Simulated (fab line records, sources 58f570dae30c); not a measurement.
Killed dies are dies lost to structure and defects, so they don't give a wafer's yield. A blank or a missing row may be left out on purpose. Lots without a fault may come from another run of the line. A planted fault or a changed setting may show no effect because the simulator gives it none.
fab line records | flow berkeley_cmos170
record lots=14 wafers=42 last_day=11
route steps=331 shown NVT@112 PLDD@151 NLDD@161
lots that met no fault: from a run of the same line without faults
start_h: hours from the record's first day to the start of the lot's first wafer shown | wait_h: hours since the lot's step before | " the same as in the row above | L1.1+2: a row that stands for several wafers | - no value, or no start given | * or withheld: withheld | < > ~ a bound
route shown NAME@n: a module of which the file shows steps, and the number in the route of the first | usual: mean/standard deviation of fault-free wafers | same: alike in all rows | chamber/n: place in a boat | sites: the reading at each site | _std_site: their standard deviation | _edge_site: outer sites' mean less inner sites' | radius_mm: how far each site lies from the wafer's centre | mask NAME#n: copy n | behind: the tool/chamber that last shaped the wafer | hold: why the lot was held/for how many hours/how that ended | device: the transistor (n, p or np) that didn't switch | end of line: the same wafers' tests at the end of the route | a step without rows: its recipe alone | killed: dies lost to structure and defects at the first sort, not the wafer's yield | map: a wafer's dies, x killed, . not, _ none there
set.NAME: the setting as run; set.NAME@STEP: as run at that earlier step | model.NAME: the simulator's own value behind a step, which no gauge read
steps of the route over a sample of lots; a table a step, a row a wafer
services: from which hour (start_h, from the record's first day; less than 0 if before it) a tool's chamber was out of use, for how many hours, and why
## steps
# step UCB170_NVT_STRIP_08
# recipe chemistry=O2 power_w=400 pressure_mtorr=3500 platen_temp_c=withheld o2_flow_sccm=400 overash_fraction=0.5
# usual drypump_motor_current_A=5.6/0.32 oes_product_au=0.735/0.0041 strip_time_to_endpoint_s=21.69/0.079
# columns lot.wafer tool chamber start_h wait_h drypump_motor_current_A oes_product_au rf_hours_counter_h strip_time_to_endpoint_s
L921.1 plasma_asher-02 0 103.81 0.1 5.9 0.735 38 21.85
L921.2 " 1 " " 6.0 0.735 38 21.87
L921.6 " 1 " " 6.0 0.733 - 21.87
L924.2 plasma_asher-02 1 120.83 0.1 6.0 0.727 41 21.72
L924.5 " 0 " " 5.9 0.740 - 21.72
L924.6 " 1 " " 6.0 0.733 - 21.74
L923.1 plasma_asher-04 0 120.98 0.1 5.5 0.738 0 21.52
L923.2 " 1 " " 5.4 0.731 0 21.56
L923.3 " 0 " " 5.4 0.736 - 21.52
L925.1 plasma_asher-02 1 133.44 0.1 6.0 0.739 42 21.73
L925.4 " 1 " " 6.0 0.728 - 21.72
L925.6 " 0 " " 5.9 0.735 - 21.74
L927.1 plasma_asher-02 1 148.69 0.1 6.0 0.734 44 21.77
L927.5 " 0 " " 5.9 0.742 - 21.75
L927.6 " 1 " " 6.0 0.741 - 21.69
L930.1 plasma_asher-03 0 148.74 0.1 5.9 0.737 38 21.52
L930.2 " 1 " " 5.1 0.732 38 21.57
L930.6 " 1 " " 5.1 0.743 - 21.56
L929.1 plasma_asher-03 1 150.80 0.1 5.2 0.730 38 21.57
L929.3 " 0 " " 5.9 0.732 - 21.60
L929.4 " 1 " " 5.2 0.735 - 21.57
L931.1 plasma_asher-03 1 156.57 0.1 5.2 0.735 39 21.61
L931.5 " 0 " " 5.9 0.732 - 21.65
L931.6 " 1 " " 5.2 0.729 - 21.58
L933.2 plasma_asher-04 1 164.09 0.1 5.4 0.731 5 21.67
L933.3 " 1 " " 5.4 0.737 - 21.66
L933.5 " 0 " " 5.4 0.735 - 21.61
L934.2 plasma_asher-04 0 174.32 0.1 5.5 0.736 6 21.69
L934.3 " 0 " " 5.5 0.737 - 21.68
L934.6 " 1 " " 5.4 0.736 - 21.63
L938.1 plasma_asher-02 1 191.14 0.1 6.0 0.734 49 21.64
L938.4 " 0 " " 5.9 0.733 - 21.62
L938.5 " 0 " " 5.9 0.730 - 21.64
L935.1 plasma_asher-03 0 191.38 0.1 5.9 0.729 43 21.78
L935.4 " 0 " " 5.9 0.734 - 21.75
L935.6 " 1 " " 5.2 0.735 - 21.82
L936.2 plasma_asher-02 1 191.66 0.1 6.0 0.735 49 21.65
L936.4 " 1 " " 6.0 0.732 - 21.62
L936.6 " 1 " " 6.0 0.731 - 21.73
L939.2 plasma_asher-03 1 199.06 0.1 5.2 0.735 44 21.67
L939.3 " 1 " " 5.2 0.736 - 21.71
L939.4 " 0 " " 5.9 0.747 - 21.71
# step UCB170_PLDD_CD_MEAS_06
# recipe target_cd_nm=1200
# usual cd_nm=1200.2/1.4
# columns lot.wafer tool chamber start_h wait_h cd_nm
L921.1 cd_sem-02 - 121.64 - 1199.8
L921.2 " - " " 1200.3
L921.6 " - " " 1200.1
L923.1 cd_sem-01 - 136.51 - 1200.1
L923.2 " - " " 1200.6
L923.3 " - " " 1199.2
L924.2 cd_sem-01 - 136.65 - 1198.6
L924.5 " - " " 1197.9
L924.6 " - " " 1199.2
L925.1 cd_sem-01 - 149.49 - 1198.6
L925.4 " - " " 1199.9
L925.6 " - " " 1199.2
L927.1 cd_sem-01 - 165.54 - 1198.5
L927.5 " - " " 1197.0
L927.6 " - " " 1198.5
L930.1 cd_sem-01 - 166.18 - 1202.3
L930.2 " - " " 1200.8
L930.6 " - " " 1200.0
L929.1 cd_sem-01 - 166.58 - 1200.9
L929.3 " - " " 1200.7
L929.4 " - " " 1201.1
L931.1 cd_sem-01 - 173.08 - 1200.9
L931.5 " - " " 1201.2
L931.6 " - " " 1199.9
L933.2 cd_sem-01 - 185.87 - 1202.3
L933.3 " - " " 1201.5
L933.5 " - " " 1201.6
L934.2 cd_sem-02 - 192.97 - 1200.6
L934.3 " - " " 1201.7
L934.6 " - " " 1200.3
L935.1 cd_sem-02 - 210.52 - 1200.2
L935.4 " - " " 1202.3
L935.6 " - " " 1201.5
L938.1 cd_sem-02 - 210.80 - 1201.3
L938.4 " - " " 1199.8
L938.5 " - " " 1200.4
L936.2 cd_sem-01 - 211.06 - 1202.4
L936.4 " - " " 1202.5
L936.6 " - " " 1202.6
L939.2 cd_sem-01 - 211.68 - 1201.7
L939.3 " - " " 1200.9
L939.4 " - " " 1201.4
# step UCB170_PLDD_STRIP_10
# recipe chemistry=O2 power_w=400 pressure_mtorr=3500 platen_temp_c=withheld o2_flow_sccm=400 overash_fraction=0.5
# usual drypump_motor_current_A=5.5/0.33 oes_product_au=0.735/0.0043 strip_time_to_endpoint_s=21.64/0.074
# columns lot.wafer tool chamber start_h wait_h drypump_motor_current_A oes_product_au rf_hours_counter_h strip_time_to_endpoint_s
L921.1 plasma_asher-03 1 122.10 0.1 5.1 0.741 35 21.64
L921.2 " 0 " " 5.9 0.741 35 21.63
L921.6 " 1 " " 5.2 0.730 - 21.60
L923.1 plasma_asher-03 1 136.96 0.1 5.2 0.737 37 21.58
L923.2 " 0 " " 5.9 0.746 37 21.64
L923.3 " 1 " " 5.1 0.727 - 21.53
L924.2 plasma_asher-01 0 137.08 0.1 5.0 0.734 42 21.55
L924.5 " 1 " " 5.8 0.733 - 21.56
L924.6 " 0 " " 5.0 0.735 - 21.60
L925.1 plasma_asher-04 0 149.95 0.1 5.5 0.737 3 21.60
L925.4 " 1 " " 5.4 0.740 - 21.56
L925.6 " 0 " " 5.5 0.732 - 21.56
L927.1 plasma_asher-03 1 166.00 0.1 5.1 0.731 40 21.59
L927.5 " 0 " " 5.9 0.739 - 21.61
L927.6 " 1 " " 5.1 0.737 - 21.59
L930.1 plasma_asher-03 1 166.64 0.1 5.2 0.736 40 21.72
L930.2 " 0 " " 5.9 0.735 40 21.69
L930.6 " 1 " " 5.2 0.736 - 21.71
L929.1 plasma_asher-04 0 167.04 0.1 5.5 0.739 5 21.62
L929.3 " 1 " " 5.4 0.741 - 21.62
L929.4 " 0 " " 5.4 0.731 - 21.61
L931.1 plasma_asher-01 1 173.54 0.1 5.9 0.734 46 21.73
L931.5 " 0 " " 5.0 0.733 - 21.68
L931.6 " 1 " " 5.9 0.733 - 21.74
L933.2 plasma_asher-04 1 186.30 0.1 5.4 0.739 7 21.64
L933.3 " 0 " " 5.5 0.735 - 21.65
L933.5 " 0 " " 5.4 0.737 - 21.63
L934.2 plasma_asher-01 1 193.40 0.1 5.8 0.736 48 21.61
L934.3 " 1 " " 5.8 0.735 - 21.69
L934.6 " 1 " " 5.8 0.734 - 21.60
L935.1 plasma_asher-01 0 210.98 0.1 5.0 0.733 50 21.70
L935.4 " 0 " " 5.0 0.734 - 21.57
L935.6 " 0 " " 5.0 0.739 - 21.77
L938.1 plasma_asher-04 0 211.25 0.1 5.4 0.732 9 21.62
L938.4 " 1 " " 5.4 0.737 - 21.64
L938.5 " 1 " " 5.4 0.729 - 21.74
L936.2 plasma_asher-01 1 211.49 0.1 5.9 0.738 50 21.60
L936.4 " 0 " " 5.0 0.733 - 21.60
L936.6 " 0 " " 5.0 0.733 - 21.58
L939.2 plasma_asher-04 0 212.12 0.1 5.4 0.734 10 21.59
L939.3 " 0 " " 5.5 0.726 - 21.56
L939.4 " 1 " " 5.4 0.728 - 21.61
# step UCB170_NLDD_EXPOSE_03
# recipe mask_id=NSELECT na=0.5 sigma_outer=0.6 source_shape=conventional target_cd_nm=1200 dose_mj=30
# usual exposure_dose_mJ_cm2=29.97/0.034 focus_offset_nm=-0.1/0.52
# columns lot.wafer tool chamber start_h wait_h mask exposure_dose_mJ_cm2 focus_offset_nm
L921.1 krf_scanner-02 0 123.39 0.2 NSELECT#0 29.97 0.1
L921.2 " 0 " " NSELECT#0 29.96 0.3
L921.6 " 0 " " NSELECT#0 29.97 1.0
L923.1 krf_scanner-01 0 137.86 0.1 NSELECT#0 29.99 0.0
L923.2 " 0 " " NSELECT#0 29.96 -0.9
L923.3 " 0 " " NSELECT#0 30.01 -0.6
L924.2 krf_scanner-01 0 138.11 0.2 NSELECT#0 30.00 0.0
L924.5 " 0 " " NSELECT#0 29.99 -0.2
L924.6 " 0 " " NSELECT#0 29.98 -0.3
L925.1 krf_scanner-01 0 152.07 0.1 NSELECT#0 30.00 -0.5
L925.4 " 0 " " NSELECT#0 30.02 0.2
L925.6 " 0 " " NSELECT#0 30.01 0.3
L927.1 krf_scanner-01 0 166.96 0.1 NSELECT#0 29.90 -0.4
L927.5 " 0 " " NSELECT#0 29.95 0.6
L927.6 " 0 " " NSELECT#0 29.90 0.3
L930.1 krf_scanner-01 0 167.86 0.2 NSELECT#0 29.96 -0.2
L930.2 " 0 " " NSELECT#0 29.95 -0.4
L930.6 " 0 " " NSELECT#0 29.96 0.1
L929.1 krf_scanner-01 0 168.09 0.1 NSELECT#0 29.96 0.5
L929.3 " 0 " " NSELECT#0 29.97 0.5
L929.4 " 0 " " NSELECT#0 29.93 1.1
L931.1 krf_scanner-01 0 175.92 0.1 NSELECT#0 29.94 -0.6
L931.5 " 0 " " NSELECT#0 29.95 -0.9
L931.6 " 0 " " NSELECT#0 29.95 -1.0
L933.2 krf_scanner-01 0 187.11 0.1 NSELECT#0 29.94 0.9
L933.3 " 0 " " NSELECT#0 29.91 0.0
L933.5 " 0 " " NSELECT#0 29.95 0.3
L934.2 krf_scanner-02 0 194.28 0.1 NSELECT#0 29.95 0.2
L934.3 " 0 " " NSELECT#0 30.00 0.2
L934.6 " 0 " " NSELECT#0 29.98 -0.1
L935.1 krf_scanner-01 - 213.43 0.2 NSELECT#0 - -
L935.4 " - " " NSELECT#0 - -
L935.6 " - " " NSELECT#0 - -
L938.1 krf_scanner-02 - 213.68 0.5 NSELECT#0 - -
L938.4 " - " " NSELECT#0 - -
L938.5 " - " " NSELECT#0 - -
L936.2 krf_scanner-01 0 213.94 0.5 NSELECT#0 29.98 -0.9
L936.4 " 0 " " NSELECT#0 29.96 -0.6
L936.6 " 0 " " NSELECT#0 29.93 -1.1
L939.2 krf_scanner-02 0 214.29 0.6 NSELECT#0 29.97 0.6
L939.3 " 0 " " NSELECT#0 30.01 0.3
L939.4 " 0 " " NSELECT#0 30.01 0.4
## services
# columns tool chamber start_h hours kind
plasma_asher-02 - 88.82 5.4 repair
krf_scanner-01 - 97.13 1.3 pm
plasma_asher-04 - 108.75 9.0 pm
plasma_asher-04 0 108.75 9.0 vent_cycle
plasma_asher-04 1 108.75 9.0 vent_cycle
plasma_asher-04 0 117.75 - clean
plasma_asher-04 1 117.75 - clean
plasma_asher-04 - 123.07 2.8 pm
plasma_asher-04 - 132.69 1.2 repair
krf_scanner-02 - 135.52 3.6 pm
krf_scanner-02 - 145.82 1.3 pm
krf_scanner-02 - 148.86 0.8 pm
krf_scanner-01 - 152.99 0.8 pm
krf_scanner-02 - 153.74 1.0 pm
plasma_asher-03 - 159.38 0.9 repair
krf_scanner-02 - 165.39 4.0 pm
krf_scanner-01 0 167.25 - calibration
## key
first_sign step=UCB170_NLDD_EXPOSE_03 reading=tool_record direction=missing
effect none on later readings
met_at UCB170_NLDD_EXPOSE_03
struck_lots L935,L938
sort_left_out L935.1,L935.4,L935.6,L938.1,L938.4,L938.5
tester_left_out L935,L938
not_acting_at UCB170_NVT_STRIP_08,UCB170_PLDD_CD_MEAS_06,UCB170_PLDD_STRIP_10
onset_between 194.28 213.43
fault kind=skipped_step_whole tool=krf_scanner-01,krf_scanner-02 chamber=- onset_h=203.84 steps=UCB170_NLDD_EXPOSE_03 scope=struck_lots_only
# tester_left_out: of these lots the tester's yield and bins aren't shown, on N5 and GAA mostly nor the transistor test; their killed dies are dies lost to structure and defects alone, not to doping, threshold or leakage, so they don't give the yield
# sort_left_out: the simulated sort isn't trusted on such a fault, so these wafers' sort isn't shown, and their yield isn't known
